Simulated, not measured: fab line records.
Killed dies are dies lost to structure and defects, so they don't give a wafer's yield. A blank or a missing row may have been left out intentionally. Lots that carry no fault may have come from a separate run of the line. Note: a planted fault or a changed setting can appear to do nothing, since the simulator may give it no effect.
Which of the tools did it? | flow berkeley-cmos170 | 15 lots, 45 wafers sampled, at 6 steps of a route of 331

WHAT EACH GAUGE READ, for each wafer
UCB170_GATE_THK_MEAS_05. Usual: for GATE_POLY_THK the level is 212.3 nm and the standard deviation is 2.5.
lot  | measured     | on            | GATE_POLY_THK (nm) | flag
L253 | day 5 04:00  | film-metro-04 | 210.2 209.6 209.5  |
L254 | day 5 20:55  | film-metro-01 | 212.4 210.2 211.5  |
L255 | day 5 20:54  | film-metro-04 | 213.2 212.0 211.7  |
L256 | day 5 20:57  | film-metro-03 | 209.5 212.4 210.7  |
L259 | day 6 16:32  | film-metro-04 | 208.4 210.4 211.4  |
L260 | day 7 02:25  | film-metro-03 | 208.3 211.3 209.5  |
L261 | day 7 23:13  | film-metro-04 | 211.9 210.9 210.4  |
L262 | day 7 23:14  | film-metro-01 | 213.9 213.8 213.8  |
L264 | day 8 03:38  | film-metro-01 | 211.9 215.0 213.1  |
L266 | day 8 11:44  | film-metro-03 | 419.2 421.6 417.9  | OFF
L269 | day 9 12:19  | film-metro-01 | 429.7 430.4 430.0  | OFF
L271 | day 9 23:20  | film-metro-04 | 427.1 423.8 427.6  | OFF
L273 | day 10 05:31 | film-metro-04 | 215.7 213.9 213.4  |
L275 | day 10 10:58 | film-metro-03 | 211.6 212.5 211.7  |
L276 | day 10 19:13 | film-metro-04 | 215.2 215.0 214.3  |

UCB170_NLDD_TW_MEAS_11. Usual: for NLDD_TW the level is 2220 and the standard deviation is 22.
lot  | measured     | on            | NLDD_TW        | flag
L253 | day 5 11:51  | film-metro-01 | 2163 2177 2174 |
L254 | day 6 05:52  | film-metro-02 | 2247 2230 2233 |
L255 | day 6 05:29  | film-metro-01 | 2193 2197 2189 |
L256 | day 6 18:07  | film-metro-02 | 2241 2229 2240 |
L259 | day 6 22:08  | film-metro-01 | 2179 2185 2196 |
L260 | day 7 07:07  | film-metro-03 | 2236 2233 2212 |
L261 | day 8 05:33  | film-metro-02 | 2217 2218 2229 |
L262 | day 8 05:14  | film-metro-02 | 2230 2220 2222 |
L264 | day 8 09:07  | film-metro-03 | 2217 2232 2235 |
L273 | day 10 11:08 | film-metro-01 | 2195 2185 2181 |
L275 | day 10 16:31 | film-metro-03 | 2240 2241 2246 |
L276 | day 11 00:11 | film-metro-01 | 2187 2185 2179 |

UCB170_NSD_CD_MEAS_06: the cd target is 1200 nm. Usual: cd-nm at 1200.3 nm, with a standard deviation of 1.4.
lot  | measured     | on        | cd-nm (nm)           | flag
L253 | day 5 22:36  | cd-sem-01 | 1201.6 1199.8 1200.8 |
L254 | day 6 12:37  | cd-sem-01 | 1199.2 1199.0 1200.0 |
L255 | day 6 12:28  | cd-sem-02 | 1202.8 1200.9 1201.9 |
L256 | day 7 03:38  | cd-sem-01 | 1200.7 1200.7 1200.3 |
L259 | day 7 04:03  | cd-sem-02 | 1199.6 1199.8 1200.3 |
L260 | day 7 15:14  | cd-sem-01 | 1201.4 1201.8 1201.7 |
L261 | day 8 13:14  | cd-sem-02 | 1199.9 1197.9 1198.8 |
L262 | day 8 13:01  | cd-sem-01 | 1200.9 1200.4 1200.6 |
L264 | day 8 17:19  | cd-sem-01 | 1200.1 1199.2 1199.7 |
L273 | day 10 20:19 | cd-sem-01 | 1200.7 1199.2 1201.0 |
L275 | day 11 05:24 | cd-sem-02 | 1200.2 1200.5 1200.0 |
L276 | day 11 09:07 | cd-sem-02 | 1199.3 1199.7 1199.5 |

EACH LOT AND THE TOOL THAT RAN IT (in order: tool; ch and the chambers of the sampled wafers; start)
lot  | UCB170_GATE_CVD_04          | UCB170_GATE_ETCH_15              | UCB170_GATE_STRIP_16
L253 | lpcvd-02 ch 1, day 5 02:29  | rie-si-02 ch 0,1,2, day 5 05:56  | plasma-asher-01 ch 0,1, day 5 05:59
L254 | lpcvd-01 ch 1, day 5 19:30  | rie-si-02 ch 0,2,3, day 5 23:15  | plasma-asher-02 ch 0,1, day 5 23:17
L255 | lpcvd-01 ch 0, day 5 19:30  | rie-si-01 ch 1,3, day 5 23:03    | plasma-asher-01 ch 0,1, day 5 23:05
L256 | lpcvd-01 ch 0, day 5 19:30  | rie-si-01 ch 1,2,3, day 6 14:16  | plasma-asher-02 ch 0,1, day 6 14:20
L259 | lpcvd-01 ch 0, day 6 14:26  | rie-si-01 ch 1,2,3, day 6 18:00  | plasma-asher-01 ch 0,1, day 6 18:03
L260 | lpcvd-01 ch 1, day 7 00:59  | rie-si-01 ch 0,1,3, day 7 03:29  | plasma-asher-02 ch 0,1, day 7 03:35
L261 | lpcvd-01 ch 1, day 7 21:49  | rie-si-01 ch 0,2,3, day 8 01:25  | plasma-asher-03 ch 0,1, day 8 01:28
L262 | lpcvd-01 ch 0, day 7 21:49  | rie-si-02 ch 0,3, day 8 01:20    | plasma-asher-02 ch 0,1, day 8 01:25
L264 | lpcvd-02 ch 0, day 8 02:14  | rie-si-01 ch 1,2,3, day 8 05:00  | plasma-asher-03 ch 0,1, day 8 05:03
L266 | lpcvd-02 ch 0, day 8 08:43  | rie-si-02 ch 1,2,3, day 8 13:02  | plasma-asher-02 ch 0,1, day 8 13:07
L269 | lpcvd-02 ch 0, day 9 09:20  | rie-si-01 ch 0,1,2, day 9 13:51  | plasma-asher-01 ch 0,1, day 9 14:05
L271 | lpcvd-01 ch 0, day 9 20:22  | rie-si-02 ch 2,3, day 10 00:26   | plasma-asher-01 ch 0,1, day 10 00:29
L273 | lpcvd-01 ch 1, day 10 04:05 | rie-si-01 ch 1,3, day 10 06:44   | plasma-asher-03 ch 1, day 10 06:46
L275 | lpcvd-02 ch 0, day 10 09:34 | rie-si-01 ch 0,1,3, day 10 12:41 | plasma-asher-01 ch 0,1, day 10 12:44
L276 | lpcvd-02 ch 1, day 10 17:49 | rie-si-01 ch 0,1,3, day 10 20:19 | plasma-asher-01 ch 0,1, day 10 20:22
- UCB170_GATE_CVD_04: deposits poly-Si from SiH4, time 1440 s, target thk 214 nm.
- UCB170_GATE_ETCH_15: etches poly-Si in HBr/Cl2, stops on SiO2, time 56.3 s, target depth 278.2 nm.
- UCB170_GATE_STRIP_16: strips in O2.

WHAT THE TOOLS THEMSELVES READ (means of the sampled wafers that have a number; where no wafer has one, the mark that the record gives instead)
UCB170_GATE_CVD_04. Usual: spike-tc-source-C at 627.4 C, with a standard deviation of 2.7.
lot  | tool     | spike-tc-source-C (C) | flag
L253 | lpcvd-02 | 628.3                 |
L254 | lpcvd-01 | 631.6                 |
L255 | lpcvd-01 | 626.9                 |
L256 | lpcvd-01 | 627.7                 |
L259 | lpcvd-01 | 627.8                 |
L260 | lpcvd-01 | 631.2                 |
L261 | lpcvd-01 | 630.8                 |
L262 | lpcvd-01 | 627.8                 |
L264 | lpcvd-02 | 623.6                 |
L266 | lpcvd-02 | 623.5                 |
L269 | lpcvd-02 | 623.6                 |
L271 | lpcvd-01 | 627.2                 |
L273 | lpcvd-01 | 631.2                 |
L275 | lpcvd-02 | 623.5                 |
L276 | lpcvd-02 | 627.0                 |

UCB170_GATE_ETCH_15. Usual: chamber-pressure-mTorr 15.001 mTorr, standard deviation 0.013; drypump-motor-current-A 5.16 A, standard deviation 0.26; oes-product-au 0.832 a.u., standard deviation 0.0097; throttle-valve-pct 26.5 %, standard deviation 0.32.
lot  | tool      | chamber-pressure-mTorr (mTorr) | drypump-motor-current-A (A) | oes-product-au (a.u.) | throttle-valve-pct (%) | flag
L253 | rie-si-02 | 15.000                         | 5.02                        | 0.820                 | 26.4                   |
L254 | rie-si-02 | 14.992                         | 5.08                        | 0.827                 | 26.6                   |
L255 | rie-si-01 | 15.003                         | 5.33                        | 0.836                 | 26.2                   |
L256 | rie-si-01 | 15.006                         | 5.13                        | 0.830                 | 26.4                   |
L259 | rie-si-01 | 15.010                         | 5.15                        | 0.836                 | 26.4                   |
L260 | rie-si-01 | 15.004                         | 5.23                        | 0.822                 | 26.4                   |
L261 | rie-si-01 | 14.991                         | 5.07                        | 0.825                 | 26.6                   |
L262 | rie-si-02 | 14.991                         | 5.24                        | 0.839                 | 26.6                   |
L264 | rie-si-01 | 15.007                         | 5.14                        | 0.837                 | 26.4                   |
L266 | rie-si-02 | 15.005                         | 5.25                        | 1.001                 | 26.5                   | OFF
L269 | rie-si-01 | 15.000                         | 5.28                        | 1.009                 | 26.5                   | OFF
L271 | rie-si-02 | 15.012                         | 5.12                        | 1.006                 | 26.9                   | OFF
L273 | rie-si-01 | 14.995                         | 5.11                        | 0.841                 | 26.4                   |
L275 | rie-si-01 | 15.005                         | 5.22                        | 0.828                 | 26.4                   |
L276 | rie-si-01 | 15.011                         | 5.23                        | 0.838                 | 26.4                   |

UCB170_GATE_STRIP_16. Usual: chamber-pressure-mTorr 3500.0 mTorr, standard deviation 2.8; drypump-motor-current-A 5.51 A, standard deviation 0.092; o2-flow-sccm 400.0 sccm, standard deviation 1.1; oes-product-au 0.724 a.u., standard deviation 0.0042.
lot  | tool            | chamber-pressure-mTorr (mTorr) | drypump-motor-current-A (A) | o2-flow-sccm (sccm) | oes-product-au (a.u.) | flag
L253 | plasma-asher-01 | 3499.0                         | 5.42                        | 399.6               | 0.730                 |
L254 | plasma-asher-02 | 3498.7                         | 5.52                        | 401.2               | 0.727                 |
L255 | plasma-asher-01 | 3499.2                         | 5.46                        | 399.8               | 0.726                 |
L256 | plasma-asher-02 | 3501.0                         | 5.53                        | 400.8               | 0.723                 |
L259 | plasma-asher-01 | 3499.8                         | 5.40                        | 400.7               | 0.725                 |
L260 | plasma-asher-02 | 3501.2                         | 5.53                        | 399.4               | 0.725                 |
L261 | plasma-asher-03 | 3499.3                         | 5.50                        | 400.0               | 0.724                 |
L262 | plasma-asher-02 | 3499.2                         | 5.53                        | 400.0               | 0.722                 |
L264 | plasma-asher-03 | 3503.6                         | 5.61                        | 399.7               | 0.725                 |
L266 | plasma-asher-02 | 3499.2                         | 5.58                        | 399.5               | 0.728                 |
L269 | plasma-asher-01 | 3501.5                         | 5.45                        | 400.9               | 0.726                 |
L271 | plasma-asher-01 | 3502.4                         | 5.46                        | 400.9               | 0.726                 |
L273 | plasma-asher-03 | 3501.2                         | 5.72                        | 399.1               | 0.723                 |
L275 | plasma-asher-01 | 3497.7                         | 5.44                        | 400.1               | 0.724                 |
L276 | plasma-asher-01 | 3499.6                         | 5.42                        | 398.9               | 0.718                 |

THE ANSWER, worked out from the rows above alone
Rule: a lot is off if the mean of its wafers that have a number lies more than 3 standard deviations from the usual mean. Also off: a lot with no number at a reading for which 4 or more lots have one. The other lots that the step has rows for count as sound. First the gauges in route order, then the tools' own readings, where a lot's mean is used as printed above. The first step at which some lot is off is used, and at that step the reading that is off furthest; a lot without a number counts as furthest.
Off: at UCB170_GATE_THK_MEAS_05 (GATE_POLY_THK), L266, L269, L271.
A tool fits if, at a process step before that reading, it ran every lot that is off, and no sound lot after the first of them. The gauges at UCB170_GATE_THK_MEAS_05 aren't tried: what is off there is off at UCB170_GATE_ETCH_15 too, on other tools, and a gauge's error can't cause that. None of those tried fits.

WHAT WAS PUT IN BY THE SIMULATOR
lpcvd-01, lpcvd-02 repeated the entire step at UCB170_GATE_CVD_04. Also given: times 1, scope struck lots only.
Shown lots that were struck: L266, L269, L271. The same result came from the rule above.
